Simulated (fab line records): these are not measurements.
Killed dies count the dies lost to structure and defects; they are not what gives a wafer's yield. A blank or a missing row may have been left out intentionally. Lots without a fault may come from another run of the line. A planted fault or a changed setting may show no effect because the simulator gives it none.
Comparing a struck lot with a sound one + flow ritCmos + 19 out of 202 route steps
Sound: wafers L872.1, L872.4, L872.5. Wafers struck: L879.1, L879.2, L879.4. The cause is named last.
Per side, at each step with rows, come the tool, then ch with its chambers, and then its first start. Under that, the readings that differ: sound wafers + struck wafers + difference of the means + sigmas: that difference in standard deviations of wafers without a fault.
alike: same words and numbers on both sides, and readings whose means sit less than 2 such deviations apart. not compared: any withheld reading, any reading some wafer has no value for, any bound like >300 that may hide the same value, and any number with overlapping values for which the record gives no deviation.
The two part at a step that has a row with sigmas, a row that says differs or no value, or rows on one side only. Numbers that don't overlap but have no deviation are shown without sigmas and don't part them. A reading that every wafer of one side lacks parts them only if that side has two wafers or more.

RIT_ACTIVE_BOW_MEAS_00:
  struck on filmMetro-03, day 4 08:00; sound on filmMetro-02, day 2 21:00
  alike: INCOMING_BOW
then, 1 step without rows for these wafers: RIT_ACTIVE_OXIDATION_01 (target thk 46.8 nm, ox time 3360 s).
RIT_ACTIVE_THK_MEAS_02:
  struck on filmMetro-01, day 4 10:03; sound on filmMetro-03, day 2 23:03
  alike: ACTIVE_OXIDE_THK
RIT_ACTIVE_CVD_03: deposits Si3N4 from SiH2Cl2/NH3, target thk 150 nm, time 1500 s.
  sound on lpcvd-01 ch 1, day 2 23:07; struck on lpcvd-01 ch 1, day 4 12:25
RIT_ACTIVE_THK_MEAS_04:
  struck on filmMetro-01, day 4 14:32; sound on filmMetro-01, day 3 00:32
| reading                 | sound             | struck            | difference | sigmas |
|-------------------------|-------------------|-------------------|------------|--------|
| ACTIVE_NITRIDE_THK (nm) | 149.1 148.7 148.7 | 300.2 301.1 302.2 | +152.3     | +95    |
then, 6 steps without rows for these wafers: RIT_ACTIVE_HMDS_05 (prime time 60 s); RIT_ACTIVE_COAT_06 (resist thk 1000 nm); RIT_ACTIVE_SOFTBAKE_07 (time 60 s); RIT_ACTIVE_EXPOSE_08 (exposes mask M1, target cd 1400 nm); RIT_ACTIVE_PEB_09; RIT_ACTIVE_DEVELOP_10 (develop time 50 s).
RIT_ACTIVE_CD_MEAS_11: target cd 1400 nm.
  struck on cdSem-02, day 4 15:56; sound on cdSem-01, day 3 01:37
  alike: cdNm
then, 1 step without rows for these wafers: RIT_ACTIVE_HARDBAKE_12 (time 60 s).
RIT_ACTIVE_ETCH_13: etches Si3N4 in SF6, stops on SiO2, time 210 s, target depth 210 nm.
  sound on rieDiel-04 ch 1,2, day 3 01:53; struck on rieDiel-01 ch 0,3, day 4 16:12
| reading                          | sound             | struck            | difference | sigmas |
|----------------------------------|-------------------|-------------------|------------|--------|
| oesProductAu (a.u.)              | 0.809 0.814 0.816 | 1.013 0.938 0.955 | +0.156     | +12    |
| model.etch.depthNm (nm)          | 149 148.7 148.7   | 208 202 203.2     | +56        |        |
| model.ACTIVE.featureDepthNm (nm) | 149 149.2 148.7   | 208 202 203.2     | +55        |        |
  alike: drypumpMotorCurrentA, throttleValvePct
  not compared: rfHoursCounterH
RIT_ACTIVE_STRIP_14: strips in O2, time 180 s.
  sound on plasmaAsher-02 ch 1, day 3 02:01; struck on plasmaAsher-03 ch 0,1, day 4 16:20
  alike: drypumpMotorCurrentA
  not compared: rfHoursCounterH
RIT_ACTIVE_CD_MEAS_90: target cd 1400 nm.
  struck on cdSem-01, day 4 16:31; sound on cdSem-02, day 3 02:11
  alike: cdNm
RIT_ACTIVE_CLEAN_15: cleans in SC1, time 600 s.
  sound on wetBench-02 ch 1, day 3 02:19; struck on wetBench-04 ch 3, day 4 16:38
| reading                                 | sound             | struck          | difference | sigmas |
|-----------------------------------------|-------------------|-----------------|------------|--------|
| bathHeatDutyPct (%)                     | 13.5 14.1 13.7    | 20.1 21.7 21.7  | +7.4       | +3     |
| model.Si3N4_of_ACTIVE_CVD_03.thkNm (nm) | 148.6 148.3 148.3 | 300 300.6 301.5 | +152       |        |
RIT_ACTIVE_CLEAN_16: cleans in dHF, time 30 s.
  sound on wetBench-04 ch 2, day 3 02:30; struck on wetBench-02 ch 2, day 4 16:49
| reading                                 | sound             | struck            | difference | sigmas |
|-----------------------------------------|-------------------|-------------------|------------|--------|
| model.Si3N4_of_ACTIVE_CVD_03.thkNm (nm) | 148.2 147.9 147.9 | 299.6 300.1 301.1 | +152.3     |        |
then, 1 step without rows for these wafers: RIT_ACTIVE_CLEAN_17 (cleans in SC2, time 600 s).

## WHERE THEY PART
At RIT_ACTIVE_THK_MEAS_04 first; at RIT_ACTIVE_CLEAN_15 last (within this record only).

WHY: whatever the simulator had introduced
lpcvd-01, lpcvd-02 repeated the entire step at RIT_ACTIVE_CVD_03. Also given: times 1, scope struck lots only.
